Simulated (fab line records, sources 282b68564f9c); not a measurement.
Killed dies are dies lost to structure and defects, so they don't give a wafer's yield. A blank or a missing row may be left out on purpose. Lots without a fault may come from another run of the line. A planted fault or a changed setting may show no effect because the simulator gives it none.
Problem report in the 8D (eight disciplines) form, filled by code | flow rit_cmos | the parts of the form that need people (team, actions taken, sign-off) are left out

1. THE PROBLEM
GATE_OVL at RIT_GATE_OVL_MEAS_17 reads a mean of 242.2 nm on 6 wafers of 2 lots; wafers without a fault read 0.2 nm with a standard deviation of 1.7. That is +99 or more standard deviations from the usual mean.
First seen on wafer L205.2, day 6 01:05, on overlay-02. The record holds 42 wafers of 14 lots with a number at this step. Rule for "out", or "out of limits": more than 4 standard deviations from the usual mean. The other wafers with a number count as sound.

2. WHAT IT IS AND WHAT IT IS NOT
question                    | is                     | is not
which readings at this step | GATE_OVL               | -
which lots                  | L205, L208             | L189, L190, L191, L193, L197, L198, L199, L201, L202, L203, L204, L206
which wafers of those lots  | all that have a number | -
read on which gauges        | overlay-01, overlay-02 | -
when                        | from day 6 01:05       | up to then (33 sound wafers); but 3 sound wafers of L206 came after

3. SUSPECTS, AND WHAT RULES EACH OUT
Counting: a tool at a process step up to the reading stays a suspect if it ran every lot that is out and no sound lot after the first of them.
- the gauge at RIT_GATE_OVL_MEAS_17: ruled out. The wafers that are out were read on 2 gauges (overlay-01, overlay-02).
- iline_stepper-01 at RIT_GATE_EXPOSE_13 (exposes mask M6, target cd 150 nm): kept. It ran every lot that is out, first L205 (day 6 00:35), and no sound lot after that; its last sound lot up to then is L203 (day 5 10:56).
Left after counting: iline_stepper-01 at RIT_GATE_EXPOSE_13.

4. THE CAUSE (what the simulator had put in)
Scanner matching overlay: iline_stepper-01, from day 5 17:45 on, at RIT_GATE_EXPOSE_13. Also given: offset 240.
Counting left only this tool.

5. THE CHAIN OF EFFECTS, in route order
Each row: a reading whose mean over the struck wafers that have a number lies more than 3 standard deviations from the usual. Only readings for which the record gives a usual standard deviation are gone through. hours: the time from each lot's start at the first step in this table that gives one to its start at this step, as a median over the lots. sigmas: the change in usual standard deviations.
hours | step                 | reading  | usual  | on struck wafers | change | sigmas
0     | RIT_GATE_OVL_MEAS_17 | GATE_OVL | 0.2 nm | 242.2            | +242.0 | +99 or more

6. WHAT WOULD HAVE CAUGHT IT SOONER
In this record the first reading out of limits at a measuring or inspecting step was taken at day 6 01:05, 7 hours after the fault began at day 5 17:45.
Of the tool readings at RIT_GATE_EXPOSE_13 for which the record gives a usual standard deviation, none was out on any struck wafer, so an alarm limit of 4 standard deviations on them would not have fired.
Of the lots that are out (2), L208 began RIT_GATE_EXPOSE_13 on iline_stepper-01 after day 6 01:05. A hold on the tool at that time would have spared it.
